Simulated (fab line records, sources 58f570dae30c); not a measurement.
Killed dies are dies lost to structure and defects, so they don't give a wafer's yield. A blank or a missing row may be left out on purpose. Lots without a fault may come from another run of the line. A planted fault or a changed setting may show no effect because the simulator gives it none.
Which tool did it? | flow berkeley_cmos170 | 7 lots, 21 wafers sampled, at 1 step of a route of 331

WHAT THE GAUGES READ, wafer by wafer
UCB170_PLDD_CD_MEAS_06: target cd 1200 nm.
lot  | measured     | on        | cd_nm (nm)
L128 | day 7 11:34  | cd_sem-01 | 1202.1 1201.3 1200.7
L131 | day 8 10:38  | cd_sem-02 | 1200.1 1200.8 1200.8
L139 | day 9 05:28  | cd_sem-01 | 1200.6 1199.0 1199.2
L144 | day 11 02:37 | cd_sem-01 | 1199.7 1198.8 1200.6
L146 | day 11 22:43 | cd_sem-01 | 1198.4 1198.0 1197.8
L145 | day 11 23:07 | cd_sem-02 | 1199.5 1199.1 1198.7
L150 | day 12 21:43 | cd_sem-01 | 1201.6 1198.7 1199.7

WHICH TOOL RAN EACH LOT (tool, then ch and the chambers of the sampled wafers, then the start)
The record holds no process step before these readings.

THE ANSWER, worked out from the rows above alone
Rule: what is usual is taken from the lots themselves. Put in order of their means at a reading, lots are off if they are a third of the lots or fewer, leave a main group of 4 or more, and stand apart from it by a gap of 3 or more times the standard deviation of the main group's means; of several such gaps the widest counts. A main group whose means are all the same, to the digits that the tables above print for the reading, isn't used. A lot without any number at a reading at which 4 lots or more have one is off too. The other lots that the step has rows for count as sound.
No lot is off at any reading shown: from this, nothing can be told.

WHAT THE SIMULATOR HAD PUT IN
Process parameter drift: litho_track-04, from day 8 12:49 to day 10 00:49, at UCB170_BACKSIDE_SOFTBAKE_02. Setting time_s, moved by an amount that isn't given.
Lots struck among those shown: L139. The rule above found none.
